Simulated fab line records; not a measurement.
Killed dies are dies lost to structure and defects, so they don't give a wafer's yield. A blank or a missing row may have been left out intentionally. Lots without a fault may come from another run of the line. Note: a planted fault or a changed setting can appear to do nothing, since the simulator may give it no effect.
Which tool did it? / flow rit cmos / route of 202 steps, sampled at 1 step: 6 lots, 18 wafers

## WHAT THE GAUGES READ, wafer by wafer
RIT_NLDD_TW_MEAS_10.
lot=L705; measured=day 3 10:15; on=film metro-02; NLDD_TW=2456 2456 2455
lot=L707; measured=day 3 16:12; on=film metro-04; NLDD_TW=2513 2527 2507
lot=L711; measured=day 4 10:35; on=film metro-04; NLDD_TW=2523 2528 2523
lot=L715; measured=day 5 12:12; on=film metro-02; NLDD_TW=2468 2477 2487
lot=L721; measured=day 6 09:56; on=film metro-04; NLDD_TW=2498 2496 2498
lot=L725; measured=day 7 05:06; on=film metro-03; NLDD_TW=2516 2522 2507

## WHAT TOOL EACH LOT RAN ON (gives the tool, then ch and the chambers of the sampled wafers, and finally the start)
There is no process step in the record ahead of these readings.

## THE ANSWER, worked out from the rows above alone
Rule: the lots themselves supply what counts as usual. The widest of any qualifying gaps counts: lots, ordered by their means at a reading, are off when they make up no more than a third of the lots, leave a main group of 4 or more, and stand apart from it by 3 or more times the standard deviation of that group's means. The tables above print the reading to a certain number of digits; a main group whose means all agree to those digits is not used. A lot without any number at a reading at which 4 lots or more have one is off too. Any other lot the step has rows for is counted as sound.
Across all readings shown, no lot is off: no conclusion can be drawn from this.

## WHAT THE SIMULATOR HAD INSERTED
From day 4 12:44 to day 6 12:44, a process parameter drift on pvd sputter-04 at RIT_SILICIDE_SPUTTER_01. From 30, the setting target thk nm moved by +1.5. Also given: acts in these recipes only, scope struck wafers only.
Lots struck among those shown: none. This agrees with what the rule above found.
